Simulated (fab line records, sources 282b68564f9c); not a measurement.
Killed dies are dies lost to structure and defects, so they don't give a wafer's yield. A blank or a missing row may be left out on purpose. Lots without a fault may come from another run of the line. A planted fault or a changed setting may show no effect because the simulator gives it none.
A sampling plan put to the test | flow rit_cmos | one fab line, 6 faults that these records tell of, each judged on the records of the lots that it struck
The plan is the line's own looks: the steps of the route at which a gauge or an inspection reads the wafer and doesn't change it. A look can be judged if struck wafers have a number there and the file gives its usual mean and standard deviation on fault-free wafers. Caught: at a look after the fault's first step, the mean of the struck wafers lies 4 or more of those standard deviations (sigma) from the usual mean. On the tool: the same test on the tool's own readings at the fault's steps. Another recipe on the struck wafers, or a record that is blank for them alone, also counts as caught.

THE FAULTS, as the simulator had put them in
1. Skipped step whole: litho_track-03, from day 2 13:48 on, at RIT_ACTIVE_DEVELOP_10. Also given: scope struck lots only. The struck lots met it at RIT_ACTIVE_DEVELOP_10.
2. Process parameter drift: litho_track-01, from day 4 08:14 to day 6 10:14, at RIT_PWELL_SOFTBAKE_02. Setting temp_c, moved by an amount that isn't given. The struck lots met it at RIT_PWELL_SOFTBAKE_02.
3. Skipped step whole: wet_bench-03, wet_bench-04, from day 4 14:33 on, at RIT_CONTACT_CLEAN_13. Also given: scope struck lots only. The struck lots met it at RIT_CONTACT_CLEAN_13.
4. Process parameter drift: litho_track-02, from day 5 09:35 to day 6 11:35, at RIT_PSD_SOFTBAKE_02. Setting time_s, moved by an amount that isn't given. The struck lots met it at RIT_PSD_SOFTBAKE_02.
5. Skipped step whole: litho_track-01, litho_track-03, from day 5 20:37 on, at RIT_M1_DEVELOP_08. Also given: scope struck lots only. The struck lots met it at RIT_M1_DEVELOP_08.
6. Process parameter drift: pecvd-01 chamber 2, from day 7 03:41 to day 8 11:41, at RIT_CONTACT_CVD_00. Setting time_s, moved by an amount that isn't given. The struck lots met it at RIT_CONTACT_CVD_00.

WHAT THE PLAN SAW
fault | on the tool itself                               | first look that catches it                   | reading, sigma | median hours from its first step to that look | hours from the fault's start to the first struck lot there | judged looks passed uncaught
1     | the tool's record is blank for the struck wafers | no look after it can be judged               | -              | -                                             | -                                                          | 0
2     | plate_sensor_t_centre_C +86 sigma                | not the one look that can be judged after it | -              | -                                             | -                                                          | 1
3     | the tool's record is blank for the struck wafers | no look after it can be judged               | -              | -                                             | -                                                          | 0
4     | run_length_s -86 sigma                           | no look after it can be judged               | -              | -                                             | -                                                          | 0
5     | the tool's record is blank for the struck wafers | no look after it can be judged               | -              | -                                             | -                                                          | 0
6     | only faintly: run_length_s +3.3 sigma            | no look after it can be judged               | -              | -                                             | -                                                          | 0
A dash: the fault isn't caught, or these records don't give the number.

Caught at a look: 0 of 6. Caught on the tool: 5 of 6. By one or the other: 5 of 6.
Caught on the tool alone: faults 1, 2, 3, 4, 5.
Caught by neither: fault 6.
